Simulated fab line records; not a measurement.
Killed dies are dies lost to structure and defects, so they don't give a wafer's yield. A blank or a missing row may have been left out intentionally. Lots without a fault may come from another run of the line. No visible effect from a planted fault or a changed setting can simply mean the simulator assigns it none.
Which tool was responsible? || flow berkeley-cmos170 || Sampling: 7 lots, 21 wafers, 3 of 331 route steps

== WHAT EACH GAUGE READ, for each wafer ==
UCB170_NLDD_TW_MEAS_11.
{"lot": "L693", "measured": "day 7 08:26", "on": "film-metro-01", "NLDD_TW": "2215 2206 2215"}
{"lot": "L696", "measured": "day 7 19:58", "on": "film-metro-03", "NLDD_TW": "2221 2213 2216"}
{"lot": "L695", "measured": "day 7 20:40", "on": "film-metro-03", "NLDD_TW": "2208 2213 2204"}
{"lot": "L702", "measured": "day 9 11:11", "on": "film-metro-03", "NLDD_TW": "2326 2325 2320"}
{"lot": "L709", "measured": "day 10 10:39", "on": "film-metro-02", "NLDD_TW": "2204 2205 2208"}
{"lot": "L711", "measured": "day 11 10:15", "on": "film-metro-02", "NLDD_TW": "2212 2211 2210"}
{"lot": "L713", "measured": "day 11 09:59", "on": "film-metro-02", "NLDD_TW": "2207 2207 2215"}

== EACH LOT AND THE TOOL THAT RAN IT (in order: tool; ch and the chambers of the sampled wafers; start) ==
{"lot": "L693", "UCB170_GATE_STRIP_16": "plasma-asher-04 ch 0,1, day 7 03:33", "UCB170_NLDD_IMPLANT_09": "implanter-01 ch 0, day 7 08:11"}
{"lot": "L696", "UCB170_GATE_STRIP_16": "plasma-asher-03 ch 0,1, day 7 15:45", "UCB170_NLDD_IMPLANT_09": "implanter-02 ch 0, day 7 19:43"}
{"lot": "L695", "UCB170_GATE_STRIP_16": "plasma-asher-03 ch 0,1, day 7 16:27", "UCB170_NLDD_IMPLANT_09": "implanter-04 ch 0, day 7 20:26"}
{"lot": "L702", "UCB170_GATE_STRIP_16": "plasma-asher-02 ch 0,1, day 9 05:34", "UCB170_NLDD_IMPLANT_09": "implanter-04 ch 0, day 9 10:56"}
{"lot": "L709", "UCB170_GATE_STRIP_16": "plasma-asher-02 ch 0,1, day 10 04:09", "UCB170_NLDD_IMPLANT_09": "implanter-02 ch 0, day 10 10:24"}
{"lot": "L711", "UCB170_GATE_STRIP_16": "plasma-asher-03 ch 0,1, day 11 02:02", "UCB170_NLDD_IMPLANT_09": "implanter-02 ch 0, day 11 10:01"}
{"lot": "L713", "UCB170_GATE_STRIP_16": "plasma-asher-02 ch 0,1, day 11 02:31", "UCB170_NLDD_IMPLANT_09": "implanter-01 ch 0, day 11 09:44"}
- UCB170_GATE_STRIP_16: strips in O2.
- UCB170_NLDD_IMPLANT_09

== THE ANSWER, worked out from the rows above alone ==
Rule: what is usual is taken from the lots themselves. The widest of any qualifying gaps counts: lots, ordered by their means at a reading, are off when they make up no more than a third of the lots, leave a main group of 4 or more, and stand apart from it by 3 or more times the standard deviation of that group's means. A main group whose means are all the same, to the digits that the tables above print for the reading, isn't used. A lot without any number at a reading at which 4 lots or more have one is off too. Any other lot the step has rows for is counted as sound.
Off: L702, seen at UCB170_NLDD_TW_MEAS_11 (NLDD_TW). For the main group the mean is 2211 and the standard deviation 3.4.
A tool fits if, at a process step before that reading, it ran every lot that is off, and no sound lot after the first of them. Gauges at UCB170_NLDD_TW_MEAS_11: tried the same way as those tools. 2 tools fit, implanter-04 at UCB170_NLDD_IMPLANT_09 and film-metro-03 at UCB170_NLDD_TW_MEAS_11, so this cannot tell which one it is.

== WHAT HAD BEEN PUT IN BY THE SIMULATOR ==
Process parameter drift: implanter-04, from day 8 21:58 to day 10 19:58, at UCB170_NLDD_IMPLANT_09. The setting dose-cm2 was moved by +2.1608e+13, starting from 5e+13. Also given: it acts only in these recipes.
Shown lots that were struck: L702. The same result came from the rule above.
